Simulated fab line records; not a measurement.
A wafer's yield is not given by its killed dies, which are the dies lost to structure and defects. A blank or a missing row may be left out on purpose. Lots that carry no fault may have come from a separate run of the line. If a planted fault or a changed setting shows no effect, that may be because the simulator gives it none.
Tool commonality check / flow rit_cmos / Sampled: 14 lots, 48 wafers

== REASON IT WAS OPENED ==
RIT_ACTIVE_THK_MEAS_04, reading ACTIVE_NITRIDE_THK: flagged on 2 of 14 lots. Wafers without a fault read 149.8 nm, standard deviation 1.4.
Rule: a lot is flagged in two cases, either no wafer of it has a number, or all its wafers with numbers fall more than 4 standard deviations from that mean. The rest of the lots are taken to be sound.

lot=L388; measured=day 1 13:59; on=film_metro-04; ACTIVE_NITRIDE_THK (nm), wafer by wafer=150.3 149.0 149.7; flag=
lot=L389; measured=day 1 21:05; on=film_metro-03; ACTIVE_NITRIDE_THK (nm), wafer by wafer=148.7 148.1 148.7; flag=
lot=L390; measured=day 2 00:44; on=film_metro-04; ACTIVE_NITRIDE_THK (nm), wafer by wafer=150.8 150.4 150.1; flag=
lot=L391; measured=day 2 05:37; on=film_metro-04; ACTIVE_NITRIDE_THK (nm), wafer by wafer=151.6 153.4 153.1; flag=
lot=L392; measured=day 2 09:32; on=film_metro-02; ACTIVE_NITRIDE_THK (nm), wafer by wafer=149.4 150.7 151.9; flag=
lot=L393; measured=day 2 15:41; on=film_metro-02; ACTIVE_NITRIDE_THK (nm), wafer by wafer=129.7 129.8 130.2 129.6 129.6 130.2; flag=FLAGGED
lot=L397; measured=day 3 10:38; on=film_metro-02; ACTIVE_NITRIDE_THK (nm), wafer by wafer=128.1 127.6 127.4 128.2 127.5 127.3; flag=FLAGGED
lot=L401; measured=day 4 09:32; on=film_metro-02; ACTIVE_NITRIDE_THK (nm), wafer by wafer=150.7 149.9 150.7; flag=
lot=L404; measured=day 4 22:39; on=film_metro-02; ACTIVE_NITRIDE_THK (nm), wafer by wafer=150.8 151.5 150.7; flag=
lot=L405; measured=day 5 03:14; on=film_metro-04; ACTIVE_NITRIDE_THK (nm), wafer by wafer=149.3 148.3 148.4; flag=
lot=L408; measured=day 5 21:07; on=film_metro-02; ACTIVE_NITRIDE_THK (nm), wafer by wafer=149.8 150.2 150.2; flag=
lot=L409; measured=day 6 00:13; on=film_metro-03; ACTIVE_NITRIDE_THK (nm), wafer by wafer=150.8 149.8 149.5; flag=
lot=L410; measured=day 6 04:08; on=film_metro-03; ACTIVE_NITRIDE_THK (nm), wafer by wafer=149.8 150.3 151.0; flag=
lot=L411; measured=day 6 08:44; on=film_metro-03; ACTIVE_NITRIDE_THK (nm), wafer by wafer=147.9 149.3 149.1; flag=
Average over the flagged lots: 128.8 nm; offset from the usual -21.0 nm, equal to -15 standard deviations.

== TOOL THAT RAN EACH LOT ==
The record holds 1 process step before the reading, out of a route of 202 steps. Each cell gives the tool, then ch followed by the chambers the sampled wafers passed through, then the start.
lot=L388; flag=; RIT_ACTIVE_CVD_03=lpcvd-02 ch 0, day 1 12:34
lot=L389; flag=; RIT_ACTIVE_CVD_03=lpcvd-01 ch 1, day 1 19:40
lot=L390; flag=; RIT_ACTIVE_CVD_03=lpcvd-01 ch 1, day 1 23:19
lot=L391; flag=; RIT_ACTIVE_CVD_03=lpcvd-01 ch 1, day 2 04:11
lot=L392; flag=; RIT_ACTIVE_CVD_03=lpcvd-01 ch 0, day 2 08:07
lot=L393; flag=FLAGGED; RIT_ACTIVE_CVD_03=lpcvd-01 ch 0, day 2 14:16
lot=L397; flag=FLAGGED; RIT_ACTIVE_CVD_03=lpcvd-01 ch 0, day 3 09:13
lot=L401; flag=; RIT_ACTIVE_CVD_03=lpcvd-02 ch 1, day 4 08:06
lot=L404; flag=; RIT_ACTIVE_CVD_03=lpcvd-02 ch 1, day 4 21:14
lot=L405; flag=; RIT_ACTIVE_CVD_03=lpcvd-02 ch 1, day 5 01:48
lot=L408; flag=; RIT_ACTIVE_CVD_03=lpcvd-01 ch 0, day 5 19:42
lot=L409; flag=; RIT_ACTIVE_CVD_03=lpcvd-02 ch 0, day 5 22:48
lot=L410; flag=; RIT_ACTIVE_CVD_03=lpcvd-01 ch 0, day 6 02:41
lot=L411; flag=; RIT_ACTIVE_CVD_03=lpcvd-02 ch 1, day 6 07:19
What the steps here do:
- RIT_ACTIVE_CVD_03: deposits Si3N4 from SiH2Cl2/NH3, target thk 150 nm, time 1500 s.
- RIT_ACTIVE_THK_MEAS_04

== FLAGGED OVER TOTAL, TOOL BY TOOL (the gauges that took the reading come last) ==
step=RIT_ACTIVE_CVD_03; tool=lpcvd-01; lots run=8; flagged=2; share of the flagged lots=all; sound lots run after its first flagged lot=2 (L408,L410)
step=RIT_ACTIVE_CVD_03; tool=lpcvd-02; lots run=6; flagged=0; share of the flagged lots=none; sound lots run after its first flagged lot=-
step=RIT_ACTIVE_THK_MEAS_04; tool=film_metro-02; lots run=6; flagged=2; share of the flagged lots=all; sound lots run after its first flagged lot=3 (L401,L404,L408)
step=RIT_ACTIVE_THK_MEAS_04; tool=film_metro-03; lots run=4; flagged=0; share of the flagged lots=none; sound lots run after its first flagged lot=-
step=RIT_ACTIVE_THK_MEAS_04; tool=film_metro-04; lots run=4; flagged=0; share of the flagged lots=none; sound lots run after its first flagged lot=-

== THE TABLE: WHAT IT ALLOWS ==
Rows of the table that ran all the flagged lots, 2 in number: lpcvd-01 at RIT_ACTIVE_CVD_03; film_metro-02 at RIT_ACTIVE_THK_MEAS_04.
- lpcvd-01 at RIT_ACTIVE_CVD_03: 2 of its 8 lots flagged. Sound lots ran on it after the first flagged one (L408, L410), which a lasting fault on the whole tool wouldn't allow.
- film_metro-02 at RIT_ACTIVE_THK_MEAS_04: 2 of its 6 lots flagged. Sound lots ran on it after the first flagged one (L401, L404, L408), which a lasting fault on the whole tool wouldn't allow.
There is no row in the table that ran each flagged lot and no sound lot after the first.

== WHAT THE SIMULATOR HAD PUT IN ==
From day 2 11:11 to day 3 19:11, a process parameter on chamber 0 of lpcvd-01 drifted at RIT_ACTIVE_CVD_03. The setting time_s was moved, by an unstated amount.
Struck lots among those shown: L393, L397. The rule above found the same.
